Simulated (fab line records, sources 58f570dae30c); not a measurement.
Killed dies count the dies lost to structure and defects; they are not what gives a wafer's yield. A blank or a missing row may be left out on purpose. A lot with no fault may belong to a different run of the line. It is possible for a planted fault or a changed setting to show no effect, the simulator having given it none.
Code-filled problem report in 8D (eight disciplines) form ; flow berkeleyCmos170 ; the parts of the form that need people (team, actions taken, sign-off) are left out

== 1. THE ISSUE ==
heaterPowerTotalW at UCB170_CONTACT_PEB_13 reads a mean of 57.62 W on 9 wafers of 3 lots; wafers without a fault read 56.80 W with a standard deviation of 0.045. That is +18 standard deviations from the usual mean.
The first sign was on wafer L444.1 at day 10 20:22, on lithoTrack-03. At this step, 45 wafers from 15 lots have a number in the record. Rule for "out" (also "out of limits"): further than 4 standard deviations from the usual mean. All remaining wafers that have a number are taken as sound.

== 2. WHAT IT IS; WHAT IT IS NOT ==
question;is;is not
which readings at this step;heaterPowerTotalW;-
which lots;L444, L447, L448;L431, L433, L434, L435, L436, L437, L438, L439, L440, L450, L451, L452
which wafers of those lots;all that have a number;-
read on which tools;lithoTrack-03;lithoTrack-01, lithoTrack-04
when;from day 10 20:22;"up to then (27 sound wafers); but 9 sound wafers of L450, L451, L452 came after"

== 3. WHAT RULES OUT EACH SUSPECT ==
Counting: any tool at a process step up to the reading is kept as a suspect provided that every lot that is out went through it and no sound lot did after the first of them.
- lithoTrack-03 at UCB170_CONTACT_PEB_13: kept. Every lot that is out went through it, starting with L444 (day 10 20:22), and after that it ran no sound lot; the last sound lot it ran before then is L438 (day 8 23:03). Its own readings are out on those wafers: heaterPowerTotalW.
Remaining after the count: lithoTrack-03 at UCB170_CONTACT_PEB_13.

== 4. THE CAUSE (what the simulator had put in) ==
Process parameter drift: lithoTrack-03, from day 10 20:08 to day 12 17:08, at UCB170_CONTACT_PEB_13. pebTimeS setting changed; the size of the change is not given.
After counting, this tool was the only one left.

== 5. SEQUENCE OF EFFECTS, ordered by route ==
Each row: a reading whose mean over the struck wafers that have a number lies more than 3 standard deviations from the usual. Only readings for which the record gives a usual standard deviation are gone through. hours: the time from each lot's start at the first step in this table that gives one to its start at this step, as a median over the lots. sigmas: the change in usual standard deviations.
hours;step;reading;usual;on struck wafers;change;sigmas
0;UCB170_CONTACT_PEB_13;heaterPowerTotalW;56.80 W;57.62;+0.82;+18
It contains these process steps:
- UCB170_CONTACT_PEB_13

== 6. WHAT WOULD HAVE CAUGHT IT SOONER ==
In this record the first reading out of limits was taken at day 10 20:22, 0 hours after the fault began at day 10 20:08.
